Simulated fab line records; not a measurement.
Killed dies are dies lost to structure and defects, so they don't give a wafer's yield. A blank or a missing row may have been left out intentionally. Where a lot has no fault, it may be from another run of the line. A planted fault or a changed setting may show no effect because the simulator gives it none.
Which tool did it? ; flow rit cmos ; 7 lots, 21 wafers sampled, at 2 steps of a route of 202

== WHAT THE GAUGES READ, wafer by wafer ==
RIT_FOX2_THK_MEAS_01.
lot;measured;on;FOX2_OXIDE_THK (nm)
L326;day 2 07:07;film metro-02;346 355 353
L328;day 2 15:22;film metro-01;356 356 355
L330;day 3 02:29;film metro-04;352 356 352
L332;day 3 16:31;film metro-01;352 352 352
L334;day 4 00:10;film metro-04;449 449 456
L336;day 4 08:56;film metro-01;451 441 445
L343;day 5 21:44;film metro-01;355 353 356

== WHICH TOOL RAN EACH LOT (tool, then ch and the chambers of the sampled wafers, then the start) ==
lot;RIT_FOX2_OXIDATION_00
L326;furnace-03 ch 0, day 2 05:47
L328;furnace-03 ch 0, day 2 14:02
L330;furnace-03 ch 0, day 3 01:09
L332;furnace-01 ch 0, day 3 15:13
L334;furnace-01 ch 0, day 3 22:50
L336;furnace-01 ch 0, day 4 07:38
L343;furnace-03 ch 0, day 5 20:25
- RIT_FOX2_OXIDATION_00: target thk 350.7 nm, ox time 1130 s.

== THE ANSWER, worked out from the rows above alone ==
Rule: what is usual is taken from the lots themselves. Put in order of their means at a reading, lots are off if they are a third of the lots or fewer, leave a main group of 4 or more, and stand apart from it by a gap of 3 or more times the standard deviation of the main group's means; of several such gaps the widest counts. A main group is skipped when, at the precision printed for the reading in the tables above, its means are all equal. Also off: a lot with no number at a reading for which 4 or more lots have one. Where the step has rows for the other lots, those lots are counted as sound.
Off: L334, L336, at RIT_FOX2_THK_MEAS_01 (FOX2_OXIDE_THK). Main group: mean 353 nm, sd 1.6.
A tool fits if, at a process step before that reading, it ran every lot that is off, and no sound lot after the first of them. The gauges at RIT_FOX2_THK_MEAS_01 are tried like those tools. One candidate fits, namely furnace-01 at RIT_FOX2_OXIDATION_00. Its last sound lot is L332 (day 3 15:13), its first lot that is off L334 (day 3 22:50): a fault that began between those two fits.

== WHAT THE SIMULATOR HAD PUT IN ==
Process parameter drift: furnace-01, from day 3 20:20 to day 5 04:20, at RIT_FOX2_OXIDATION_00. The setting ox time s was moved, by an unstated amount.
Lots struck among those shown: L334, L336. The rule above found the same.
